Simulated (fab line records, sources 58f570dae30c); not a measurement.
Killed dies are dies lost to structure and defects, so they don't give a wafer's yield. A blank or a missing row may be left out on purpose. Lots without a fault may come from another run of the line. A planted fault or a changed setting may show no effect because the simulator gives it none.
Problem report in the 8D (eight disciplines) form, filled by code | flow berkeley_cmos170 | the parts of the form that need people (team, actions taken, sign-off) are left out

1. THE PROBLEM
run_length_s at UCB170_ACTIVE_SOFTBAKE_09 reads a mean of 110.02 s on 6 wafers of 2 lots; wafers without a fault read 89.28 s with a standard deviation of 0.15. That is +99 or more standard deviations from the usual mean.
The step: time 60 s.
First seen on wafer L543.2, day 7 02:17, on litho_track-01. The record holds 42 wafers of 14 lots with a number at this step. Rule for "out", or "out of limits": more than 4 standard deviations from the usual mean. The other wafers with a number count as sound.

2. WHAT IT IS AND WHAT IT IS NOT
question                    | is                     | is not
which readings at this step | run_length_s           | -
which lots                  | L543, L544             | L531, L532, L533, L535, L536, L537, L538, L541, L548, L549, L550, L554
which wafers of those lots  | all that have a number | -
read on which tools         | litho_track-01         | litho_track-02, litho_track-04
when                        | from day 7 02:17       | up to then (24 sound wafers); but 12 sound wafers of L548, L549, L550, L554 came after

3. SUSPECTS, AND WHAT RULES EACH OUT
Counting: a tool at a process step up to the reading stays a suspect if it ran every lot that is out and no sound lot after the first of them.
- litho_track-01 at UCB170_ACTIVE_SOFTBAKE_09 (time 60 s): kept. It ran every lot that is out, first L543 (day 7 02:17), and no sound lot after that; its last sound lot up to then is L541 (day 6 17:20). Its own readings are out on those wafers: run_length_s.
Left after counting: litho_track-01 at UCB170_ACTIVE_SOFTBAKE_09.

4. THE CAUSE (what the simulator had put in)
Process parameter drift: litho_track-01, from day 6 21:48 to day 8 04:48, at UCB170_ACTIVE_SOFTBAKE_09. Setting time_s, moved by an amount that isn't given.
Counting left only this tool.

5. THE CHAIN OF EFFECTS, in route order
Each row: a reading whose mean over the struck wafers that have a number lies more than 3 standard deviations from the usual. Only readings for which the record gives a usual standard deviation are gone through. hours: the time from each lot's start at the first step in this table that gives one to its start at this step, as a median over the lots. sigmas: the change in usual standard deviations.
hours | step                      | reading      | usual   | on struck wafers | change | sigmas
0     | UCB170_ACTIVE_SOFTBAKE_09 | run_length_s | 89.28 s | 110.02           | +20.74 | +99 or more
The process steps in it:
- UCB170_ACTIVE_SOFTBAKE_09: time 60 s.
Later measuring or inspecting steps at which every struck wafer that the step has a row for has a number for every such reading, and none has moved that far: UCB170_V2_BOW_MEAS_03.

6. WHAT WOULD HAVE CAUGHT IT SOONER
In this record the first reading out of limits was taken at day 7 02:17, 4 hours after the fault began at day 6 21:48.
